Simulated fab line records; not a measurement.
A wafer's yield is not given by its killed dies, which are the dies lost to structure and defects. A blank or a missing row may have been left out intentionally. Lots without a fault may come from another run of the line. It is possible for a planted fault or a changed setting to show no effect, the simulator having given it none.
What tool caused it? :: flow berkeley cmos170 :: 14 lots, 42 wafers sampled, at 4 steps of a route of 331

## WHAT EACH GAUGE READ, for each wafer
UCB170_NSD_OVL_MEAS_07.
lot: L226
measured: day 8 07:58
on: overlay-02
NSD_OVL (nm): -7 -8 -7

lot: L227
measured: day 8 08:31
on: overlay-02
NSD_OVL (nm): 3 -4 -1

lot: L229
measured: day 8 08:25
on: overlay-01
NSD_OVL (nm): -9 -3 -8

lot: L230
measured: day 8 08:58
on: overlay-01
NSD_OVL (nm): 13 6 12

lot: L232
measured: day 9 20:34
on: overlay-01
NSD_OVL (nm): 2 -3 -8

lot: L237
measured: day 10 06:24
on: overlay-01
NSD_OVL (nm): 4 5 3

lot: L239
measured: day 10 23:29
on: overlay-01
NSD_OVL (nm): -1 -10 -8

lot: L241
measured: day 12 01:13
on: overlay-02
NSD_OVL (nm): -5 -6 2

lot: L242
measured: day 12 00:47
on: overlay-02
NSD_OVL (nm): -11 0 -9

lot: L243
measured: day 12 01:26
on: overlay-01
NSD_OVL (nm): 0 5 11

lot: L247
measured: day 12 08:40
on: overlay-01
NSD_OVL (nm): 4 8 -1

lot: L248
measured: day 12 08:44
on: overlay-02
NSD_OVL (nm): 6 0 -2

lot: L246
measured: day 12 09:09
on: overlay-01
NSD_OVL (nm): 4 -4 -5

lot: L249
measured: day 13 04:40
on: overlay-02
NSD_OVL (nm): -4 -2 -6

UCB170_SDANNEAL_RS_MEAS_02: uses a four-point probe to measure.
lot: L226
measured: day 8 10:26
on: film metro-02
PSD_RS (ohm/sq): 75.04 75.21 75.48

lot: L227
measured: day 8 11:40
on: film metro-02
PSD_RS (ohm/sq): 75.57 75.48 75.76

lot: L229
measured: day 8 10:55
on: film metro-02
PSD_RS (ohm/sq): 75.47 75.46 75.65

lot: L230
measured: day 8 11:49
on: film metro-01
PSD_RS (ohm/sq): 75.37 75.41 75.06

lot: L232
measured: day 9 22:15
on: film metro-01
PSD_RS (ohm/sq): 75.52 75.47 75.53

lot: L237
measured: day 10 08:40
on: film metro-03
PSD_RS (ohm/sq): 75.60 75.35 75.40

lot: L239
measured: day 11 01:43
on: film metro-02
PSD_RS (ohm/sq): 75.48 75.84 75.55

lot: L241
measured: day 12 02:44
on: film metro-03
PSD_RS (ohm/sq): 75.26 75.28 75.16

lot: L242
measured: day 12 02:33
on: film metro-02
PSD_RS (ohm/sq): 75.35 75.52 75.42

lot: L243
measured: day 12 03:05
on: film metro-02
PSD_RS (ohm/sq): 75.55 75.66 75.75

lot: L247
measured: day 12 10:13
on: film metro-03
PSD_RS (ohm/sq): 75.07 75.18 75.13

lot: L248
measured: day 12 10:24
on: film metro-01
PSD_RS (ohm/sq): 75.55 76.10 75.36

lot: L246
measured: day 12 10:41
on: film metro-02
PSD_RS (ohm/sq): 75.33 75.03 75.48

lot: L249
measured: day 13 06:49
on: film metro-02
PSD_RS (ohm/sq): 75.37 74.97 75.48

UCB170_SDANNEAL_RS_MEAS_03: uses a four-point probe to measure.
lot: L226
measured: day 8 10:34
on: film metro-02
NSD_RS (ohm/sq): 37.10 37.14 37.04

lot: L227
measured: day 8 11:47
on: film metro-02
NSD_RS (ohm/sq): 37.15 37.38 37.18

lot: L229
measured: day 8 11:02
on: film metro-02
NSD_RS (ohm/sq): 37.20 37.09 37.19

lot: L230
measured: day 8 11:56
on: film metro-01
NSD_RS (ohm/sq): 37.36 37.35 37.31

lot: L232
measured: day 9 22:22
on: film metro-01
NSD_RS (ohm/sq): 37.30 37.30 37.28

lot: L237
measured: day 10 08:47
on: film metro-03
NSD_RS (ohm/sq): 37.26 37.28 37.20

lot: L239
measured: day 11 01:50
on: film metro-02
NSD_RS (ohm/sq): 37.16 37.13 37.22

lot: L241
measured: day 12 02:51
on: film metro-03
NSD_RS (ohm/sq): 37.33 37.24 37.24

lot: L242
measured: day 12 02:40
on: film metro-02
NSD_RS (ohm/sq): 37.13 37.23 37.26

lot: L243
measured: day 12 03:12
on: film metro-02
NSD_RS (ohm/sq): 37.09 37.21 37.05

lot: L247
measured: day 12 10:20
on: film metro-03
NSD_RS (ohm/sq): 37.17 37.19 37.37

lot: L248
measured: day 12 10:31
on: film metro-01
NSD_RS (ohm/sq): 37.40 37.42 37.38

lot: L246
measured: day 12 10:49
on: film metro-02
NSD_RS (ohm/sq): 37.23 37.37 37.23

lot: L249
measured: day 13 06:56
on: film metro-02
NSD_RS (ohm/sq): 37.18 37.23 37.23

## EACH LOT AND THE TOOL THAT RAN IT (in order: tool; ch and the chambers of the sampled wafers; start)
lot: L226
UCB170_NVT_SOFTBAKE_02: litho track-04 ch 0, day 6 18:51

lot: L227
UCB170_NVT_SOFTBAKE_02: litho track-03 ch 0, day 6 19:19

lot: L229
UCB170_NVT_SOFTBAKE_02: litho track-03 ch 0, day 7 00:40

lot: L230
UCB170_NVT_SOFTBAKE_02: litho track-01 ch 0, day 7 01:01

lot: L232
UCB170_NVT_SOFTBAKE_02: litho track-03 ch 0, day 8 08:41

lot: L237
UCB170_NVT_SOFTBAKE_02: litho track-04 ch 0, day 8 21:26

lot: L239
UCB170_NVT_SOFTBAKE_02: litho track-04 ch 0, day 9 13:44

lot: L241
UCB170_NVT_SOFTBAKE_02: litho track-01 ch 0, day 10 00:56

lot: L242
UCB170_NVT_SOFTBAKE_02: litho track-03 ch 0, day 10 00:58

lot: L243
UCB170_NVT_SOFTBAKE_02: litho track-03 ch 0, day 10 07:50

lot: L247
UCB170_NVT_SOFTBAKE_02: litho track-01 ch 0, day 10 16:12

lot: L248
UCB170_NVT_SOFTBAKE_02: litho track-03 ch 0, day 10 16:32

lot: L246
UCB170_NVT_SOFTBAKE_02: litho track-01 ch 0, day 10 16:39

lot: L249
UCB170_NVT_SOFTBAKE_02: litho track-01 ch 0, day 11 04:18
- UCB170_NVT_SOFTBAKE_02: time 60 s.

## WHAT THE TOOLS THEMSELVES READ (means of the sampled wafers that have a number; where no wafer has one, the mark that the record gives instead)
UCB170_NVT_SOFTBAKE_02.
lot: L226
tool: litho track-04
run length s (s): 88.8

lot: L227
tool: litho track-03
run length s (s): 88.9

lot: L229
tool: litho track-03
run length s (s): 88.9

lot: L230
tool: litho track-01
run length s (s): 89.6

lot: L232
tool: litho track-03
run length s (s): 88.8

lot: L237
tool: litho track-04
run length s (s): 91.7

lot: L239
tool: litho track-04
run length s (s): 91.7

lot: L241
tool: litho track-01
run length s (s): 89.5

lot: L242
tool: litho track-03
run length s (s): 88.9

lot: L243
tool: litho track-03
run length s (s): 89.0

lot: L247
tool: litho track-01
run length s (s): 89.5

lot: L248
tool: litho track-03
run length s (s): 88.9

lot: L246
tool: litho track-01
run length s (s): 89.5

lot: L249
tool: litho track-01
run length s (s): 89.6

## THE ANSWER, worked out from the rows above alone
Rule: the usual values come from the lots themselves. The widest of any qualifying gaps counts: lots, ordered by their means at a reading, are off when they make up no more than a third of the lots, leave a main group of 4 or more, and stand apart from it by 3 or more times the standard deviation of that group's means. Not used: any main group whose means are identical at the precision the tables above print for the reading. A lot without any number at a reading at which 4 lots or more have one is off too. The other lots that the step has rows for count as sound. After the gauges, taken in route order, come the tools' own readings; for these a lot's mean is taken, as printed above. At the first step where some lot is off, the reading lying furthest off is the one used; lots without a number count as furthest.
Off at UCB170_NVT_SOFTBAKE_02 (run length s): L237, L239. For the main group the mean is 89.2 s and the standard deviation 0.33.
A tool fits if, at that step or a process step before it, it ran every lot that is off, and no sound lot after the first of them. One candidate fits, namely litho track-04 at UCB170_NVT_SOFTBAKE_02. A fault onset in the window from L226 (day 6 18:51, its last sound lot) to L237 (day 8 21:26, its first lot off) fits.
The tool's own readings at UCB170_NVT_SOFTBAKE_02 bear it out: on the lots that are off they differ by more than 5 times the standard deviation of the sound lots' means. run length s reads 91.7 s there against 89.2 s on the sound lots.

## WHAT THE SIMULATOR HAD INSERTED
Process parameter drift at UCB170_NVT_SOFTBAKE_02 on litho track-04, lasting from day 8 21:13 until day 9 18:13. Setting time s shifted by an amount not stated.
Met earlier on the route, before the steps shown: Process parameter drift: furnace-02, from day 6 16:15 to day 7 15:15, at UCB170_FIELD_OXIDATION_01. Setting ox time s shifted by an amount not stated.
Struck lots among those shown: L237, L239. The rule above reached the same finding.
